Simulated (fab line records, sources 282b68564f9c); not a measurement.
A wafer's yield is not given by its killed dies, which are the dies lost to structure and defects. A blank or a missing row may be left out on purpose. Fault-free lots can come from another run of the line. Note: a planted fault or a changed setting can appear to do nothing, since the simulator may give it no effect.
Code-filled problem report in 8D (eight disciplines) form    flow rit_cmos    the parts of the form that need people (team, actions taken, sign-off) are left out

1. WHAT WENT WRONG
At RIT_M1_PROBE_99, killed_at_front_end averages 264.0 over 6 wafers from 2 lots, while fault-free wafers read 6.6, standard deviation 2.7. Relative to the usual mean, that is a shift of +95 standard deviations.
The first sign was on wafer L980.2 at day 3 23:17, on prober-02. At this step, 12 wafers from 4 lots have a number in the record. Rule for "out", or "out of limits": more than 4 standard deviations from the usual mean. The rest of the wafers with a number are treated as sound.

2. WHAT THIS IS AND IS NOT
question                     is                                               is not
which readings at this step  killed_at_front_end, killed_dies, killed_on_rim  killed_at_contacts, killed_open, killed_short
which lots                   L980, L981                                       L991, L997
which wafers of those lots   all that have a number                           -
read on which tools          prober-01, prober-02                             -
when                         from day 3 23:17                                 up to then (0 sound wafers); but 6 sound wafers of L991, L997 came after

3. THE SUSPECTS, EACH WITH WHAT RULES IT OUT
Counting: a tool at a process step up to the reading stays a suspect if it ran every lot that is out and no sound lot after the first of them.
- rie_diel-03 at RIT_SPACER_ETCHBACK_05 (etches Si3N4 in SF6/CHF3, stops on SiO2, target depth 250 nm, time 240 s): kept. It ran every lot that is out, first L980 (day 3 11:26), and no sound lot after that.
Remaining after the count: rie_diel-03 at RIT_SPACER_ETCHBACK_05.

4. THE CAUSE (what the simulator had put in)
Beginning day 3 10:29, the whole step at RIT_SPACER_ETCHBACK_05 was skipped on rie_diel-03. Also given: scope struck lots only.
This tool alone remained once counting was done.

5. THE CHAIN OF EFFECTS, in route order
One row per reading whose mean, taken over the struck wafers that have a number, lies over 3 standard deviations from the usual. Only readings for which the record gives a usual standard deviation are gone through. hours: the time from each lot's start at the first step in this table that gives one to its start at this step, as a median over the lots. sigmas: the change in usual standard deviations.
hours  step             reading              usual  on struck wafers  change  sigmas
0      RIT_M1_PROBE_99  killed_at_front_end  6.6    264.0             +257.4  +95
0      RIT_M1_PROBE_99  killed_dies          6.7    264.0             +257.3  +95
0      RIT_M1_PROBE_99  killed_on_rim        1.7    70.0              +68.3   +49
Its process steps:
- RIT_M1_PROBE_99
Readings that are blank on the struck wafers while sound wafers have them: CHF3_flow_sccm at RIT_SPACER_ETCHBACK_05; SF6_flow_sccm at RIT_SPACER_ETCHBACK_05; drypump_motor_current_A at RIT_SPACER_ETCHBACK_05; oes_product_au at RIT_SPACER_ETCHBACK_05; throttle_valve_pct at RIT_SPACER_ETCHBACK_05.

6. HOW IT WOULD HAVE BEEN CAUGHT EARLIER
In this record no reading fell out of limits until day 3 23:17, 13 hours after the fault had begun at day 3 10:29.
At RIT_SPACER_ETCHBACK_05 the tool's readings are blank on the struck wafers, where sound wafers have them: an empty tool record is the first sign, and it was there at once.
The start of RIT_SPACER_ETCHBACK_05 on rie_diel-03 came by day 3 23:17 for every one of the lots that are out (2). Had the tool been put on hold then, not one of them would have been saved.
